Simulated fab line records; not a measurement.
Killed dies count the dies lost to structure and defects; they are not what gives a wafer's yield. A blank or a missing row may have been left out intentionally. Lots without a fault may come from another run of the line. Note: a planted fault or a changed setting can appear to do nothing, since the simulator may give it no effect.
The tool behind it: which one? / flow berkeley-cmos170 / 42 wafers from 14 lots sampled at 3 of the route's 331 steps

## WHAT THE GAUGES READ, wafer by wafer
UCB170_PWELL_OVL_MEAS_13. Usual: PWELL_OVL gives 5 nm (standard deviation 4.9).
lot=L158; measured=day 3 08:57; on=overlay-01; PWELL_OVL (nm)=5 2 0; flag=
lot=L159; measured=day 3 15:31; on=overlay-01; PWELL_OVL (nm)=1 8 2; flag=
lot=L162; measured=day 4 08:50; on=overlay-01; PWELL_OVL (nm)=-3 -6 -3; flag=
lot=L161; measured=day 4 11:07; on=overlay-01; PWELL_OVL (nm)=1 8 3; flag=
lot=L164; measured=day 4 11:55; on=overlay-01; PWELL_OVL (nm)=4 2 3; flag=
lot=L165; measured=day 4 12:11; on=overlay-01; PWELL_OVL (nm)=-1 5 -3; flag=
lot=L166; measured=day 4 14:00; on=overlay-01; PWELL_OVL (nm)=16 16 12; flag=
lot=L168; measured=day 5 03:11; on=overlay-01; PWELL_OVL (nm)=8 6 5; flag=
lot=L169; measured=day 5 10:38; on=overlay-01; PWELL_OVL (nm)=5 4 9; flag=
lot=L171; measured=day 5 18:53; on=overlay-02; PWELL_OVL (nm)=5 7 10; flag=
lot=L172; measured=day 6 06:13; on=overlay-02; PWELL_OVL (nm)=-5 1 -6; flag=
lot=L174; measured=day 6 06:22; on=overlay-01; PWELL_OVL (nm)=7 8 7; flag=
lot=L177; measured=day 7 02:31; on=overlay-02; PWELL_OVL (nm)=5 -2 1; flag=
lot=L179; measured=day 7 13:38; on=overlay-01; PWELL_OVL (nm)=10 3 8; flag=

UCB170_GATE_CD_MEAS_90 targets a cd of 350 nm. Usual: cd-nm 350.1 nm, standard deviation 1.5.
lot=L158; measured=day 5 22:47; on=cd-sem-01; cd-nm (nm)=349.6 349.0 350.3; flag=
lot=L159; measured=day 6 11:11; on=cd-sem-02; cd-nm (nm)=351.0 350.6 349.7; flag=
lot=L162; measured=day 7 06:19; on=cd-sem-02; cd-nm (nm)=350.8 351.4 349.4; flag=
lot=L161; measured=day 7 06:38; on=cd-sem-01; cd-nm (nm)=348.7 348.3 348.9; flag=
lot=L164; measured=day 7 06:29; on=cd-sem-02; cd-nm (nm)=348.5 348.2 346.9; flag=
lot=L165; measured=day 7 06:02; on=cd-sem-01; cd-nm (nm)=350.0 350.7 351.4; flag=
lot=L166; measured=day 7 06:10; on=cd-sem-01; cd-nm (nm)=352.2 353.0 352.0; flag=
lot=L168; measured=day 7 19:06; on=cd-sem-02; cd-nm (nm)=346.6 346.4 346.3; flag=
lot=L169; measured=day 8 01:31; on=cd-sem-01; cd-nm (nm)=349.0 348.6 348.3; flag=
lot=L171; measured=day 8 16:24; on=cd-sem-01; cd-nm (nm)=349.5 348.4 349.5; flag=
lot=L172; measured=day 9 05:03; on=cd-sem-01; cd-nm (nm)=342.4 348.7 348.3; flag=
lot=L174; measured=day 9 04:40; on=cd-sem-01; cd-nm (nm)=348.5 348.5 350.7; flag=
lot=L177; measured=day 9 17:52; on=cd-sem-01; cd-nm (nm)=351.4 349.9 345.2; flag=
lot=L179; measured=day 10 08:01; on=cd-sem-02; cd-nm (nm)=352.1 350.2 350.9; flag=

## WHAT TOOL EACH LOT RAN ON (gives the tool, then ch and the chambers of the sampled wafers, and finally the start)
lot=L158; UCB170_GATE_ETCH_14=rie-diel-02 ch 0,1, day 5 22:23
lot=L159; UCB170_GATE_ETCH_14=rie-diel-01 ch 1,3, day 6 10:59
lot=L162; UCB170_GATE_ETCH_14=rie-diel-02 ch 0,2,3, day 7 06:07
lot=L161; UCB170_GATE_ETCH_14=rie-diel-01 ch 0,2, day 7 06:26
lot=L164; UCB170_GATE_ETCH_14=rie-diel-03 ch 0,1, day 7 06:14
lot=L165; UCB170_GATE_ETCH_14=rie-diel-03 ch 0,2, day 7 05:51
lot=L166; UCB170_GATE_ETCH_14=rie-diel-01 ch 0,2,3, day 7 05:56
lot=L168; UCB170_GATE_ETCH_14=rie-diel-03 ch 0,1,3, day 7 18:53
lot=L169; UCB170_GATE_ETCH_14=rie-diel-01 ch 1,2,3, day 8 01:17
lot=L171; UCB170_GATE_ETCH_14=rie-diel-01 ch 0,1,3, day 8 16:10
lot=L172; UCB170_GATE_ETCH_14=rie-diel-03 ch 0,1,2, day 9 04:20
lot=L174; UCB170_GATE_ETCH_14=rie-diel-03 ch 0,1,2, day 9 03:58
lot=L177; UCB170_GATE_ETCH_14=rie-diel-03 ch 0,1,3, day 9 17:37
lot=L179; UCB170_GATE_ETCH_14=rie-diel-02 ch 0,1,3, day 10 07:47
- UCB170_GATE_ETCH_14: etches BARC in N2/H2.

## WHAT THE TOOLS THEMSELVES READ (means of the sampled wafers that have a number; where no wafer has one, the mark that the record gives instead)
UCB170_GATE_ETCH_14. Usual: drypump-motor-current-A 5.7 A, standard deviation 0.45; h2-flow-sccm 199.9 sccm, standard deviation 0.62; oes-product-au 1.003 a.u., standard deviation 0.017; throttle-valve-pct 13.33 %, standard deviation 0.15.
lot=L158; tool=rie-diel-02; drypump-motor-current-A (A)=5.9; h2-flow-sccm (sccm)=199.8; oes-product-au (a.u.)=1.015; throttle-valve-pct (%)=13.42; flag=
lot=L159; tool=rie-diel-01; drypump-motor-current-A (A)=5.9; h2-flow-sccm (sccm)=199.7; oes-product-au (a.u.)=0.993; throttle-valve-pct (%)=13.39; flag=
lot=L162; tool=rie-diel-02; drypump-motor-current-A (A)=5.7; h2-flow-sccm (sccm)=199.6; oes-product-au (a.u.)=1.008; throttle-valve-pct (%)=13.41; flag=
lot=L161; tool=rie-diel-01; drypump-motor-current-A (A)=5.7; h2-flow-sccm (sccm)=200.3; oes-product-au (a.u.)=1.006; throttle-valve-pct (%)=13.31; flag=
lot=L164; tool=rie-diel-03; drypump-motor-current-A (A)=5.6; h2-flow-sccm (sccm)=199.3; oes-product-au (a.u.)=1.000; throttle-valve-pct (%)=13.14; flag=
lot=L165; tool=rie-diel-03; drypump-motor-current-A (A)=6.0; h2-flow-sccm (sccm)=200.4; oes-product-au (a.u.)=1.016; throttle-valve-pct (%)=13.38; flag=
lot=L166; tool=rie-diel-01; drypump-motor-current-A (A)=5.8; h2-flow-sccm (sccm)=199.7; oes-product-au (a.u.)=1.010; throttle-valve-pct (%)=13.30; flag=
lot=L168; tool=rie-diel-03; drypump-motor-current-A (A)=5.7; h2-flow-sccm (sccm)=200.1; oes-product-au (a.u.)=0.994; throttle-valve-pct (%)=13.21; flag=
lot=L169; tool=rie-diel-01; drypump-motor-current-A (A)=5.7; h2-flow-sccm (sccm)=200.2; oes-product-au (a.u.)=1.002; throttle-valve-pct (%)=13.38; flag=
lot=L171; tool=rie-diel-01; drypump-motor-current-A (A)=5.9; h2-flow-sccm (sccm)=199.9; oes-product-au (a.u.)=1.010; throttle-valve-pct (%)=13.30; flag=
lot=L172; tool=rie-diel-03; drypump-motor-current-A (A)=5.8; h2-flow-sccm (sccm)=199.7; oes-product-au (a.u.)=1.003; throttle-valve-pct (%)=13.26; flag=
lot=L174; tool=rie-diel-03; drypump-motor-current-A (A)=5.8; h2-flow-sccm (sccm)=200.5; oes-product-au (a.u.)=1.002; throttle-valve-pct (%)=13.26; flag=
lot=L177; tool=rie-diel-03; drypump-motor-current-A (A)=5.7; h2-flow-sccm (sccm)=200.1; oes-product-au (a.u.)=0.994; throttle-valve-pct (%)=13.20; flag=
lot=L179; tool=rie-diel-02; drypump-motor-current-A (A)=5.7; h2-flow-sccm (sccm)=200.2; oes-product-au (a.u.)=0.996; throttle-valve-pct (%)=13.39; flag=

## THE ANSWER, worked out from the rows above alone
Rule: a lot counts as off when the mean over its wafers that have a number is more than 3 standard deviations away from the usual mean. Also off: a lot with no number at a reading for which 4 or more lots have one. Where the step has rows for the other lots, those lots are counted as sound. The gauges are gone through in route order, then the tools' own readings, and for those a lot's mean is taken as printed above. The first step at which some lot is off is used, and at that step the reading that is off furthest; a lot without a number counts as furthest.
None of the lots is off at any reading shown; this tells nothing.

## WHAT THE SIMULATOR HAD PUT IN
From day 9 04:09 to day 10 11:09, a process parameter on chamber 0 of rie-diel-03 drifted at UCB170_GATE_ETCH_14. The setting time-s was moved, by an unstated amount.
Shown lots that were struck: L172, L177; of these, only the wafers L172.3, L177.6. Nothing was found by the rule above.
